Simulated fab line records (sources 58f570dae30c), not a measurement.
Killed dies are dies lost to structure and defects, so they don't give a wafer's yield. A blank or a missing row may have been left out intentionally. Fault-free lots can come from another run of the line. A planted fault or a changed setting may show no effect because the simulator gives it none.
Problem report in the 8D (eight disciplines) form, filled by code + flow berkeley cmos170 + the parts of the form that need people (team, actions taken, sign-off) are left out

1. THE ISSUE
UCB170_V1_CMP_02, platen rpm: mean 54.02 rpm on 2 wafers (1 lot); fault-free wafers 60.00 rpm, standard deviation 0.04. That is -99 or more standard deviations from the usual mean.
The step: polishes SiO2.
Earliest sighting: wafer L824.3 on cmp-02 at day 9 21:22. At this step, 33 wafers from 11 lots have a number in the record. The rule behind "out" and "out of limits": a value lying over 4 standard deviations away from the usual mean. The rest of the wafers with a number are treated as sound.

2. WHAT THIS IS AND IS NOT
| question                    | is               | is not                                                                                             |
|-----------------------------|------------------|----------------------------------------------------------------------------------------------------|
| which readings at this step | platen rpm       | motor current A                                                                                    |
| which lots                  | L824             | L813, L814, L815, L820, L826, L827, L828, L829, L830, L834                                         |
| which wafers of those lots  | L824.3, L824.6   | L824.5                                                                                             |
| read on which tools         | cmp-02           | cmp-01                                                                                             |
| when                        | from day 9 21:22 | up to then (13 sound wafers); but 18 sound wafers of L826, L827, L828, L829, L830, L834 came after |

3. THE SUSPECTS, EACH WITH WHAT RULES IT OUT
Counting: any tool at a process step up to the reading remains a suspect provided it ran every lot that is out. Sound lots after the first of them don't rule it out here, since some wafers of a struck lot are sound.
- cmp-02 at UCB170_V1_CMP_02 (polishes SiO2): kept. The lot that is out, L824, ran on it at day 9 21:22; the last sound lot it ran before that was L813, at day 8 09:17. Its own platen rpm readings are out on those wafers.
- Within cmp-02 at UCB170_V1_CMP_02: the wafers that are out ran in chamber 2; their sound lot-mates ran in chamber 1.
The count leaves cmp-02 at UCB170_V1_CMP_02.

4. THE CAUSE (what the simulator had put in)
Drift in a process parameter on cmp-02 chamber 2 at UCB170_V1_CMP_02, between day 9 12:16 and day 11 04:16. Setting platen rpm shifted by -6 from 60. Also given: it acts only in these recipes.
The count eliminated every tool but this one.

5. THE EFFECT CHAIN, in route order
Each row: a reading where the mean over the struck wafers with a number is more than 3 standard deviations away from the usual. Only readings whose record carries a usual standard deviation are examined. hours: median over the lots of the time between each lot's start at the first step of this table that gives one and its start at this step. sigmas: the change, counted in usual standard deviations.
| hours | step             | reading    | usual     | on struck wafers | change | sigmas      |
|-------|------------------|------------|-----------|------------------|--------|-------------|
| 0     | UCB170_V1_CMP_02 | platen rpm | 60.00 rpm | 54.02            | -5.98  | -99 or more |
The process steps in it:
- UCB170_V1_CMP_02: polishes SiO2.

6. HOW IT WOULD HAVE BEEN CAUGHT EARLIER
9 hours passed between the start of the fault at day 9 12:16 and the first reading out of limits in this record, taken at day 9 21:22.
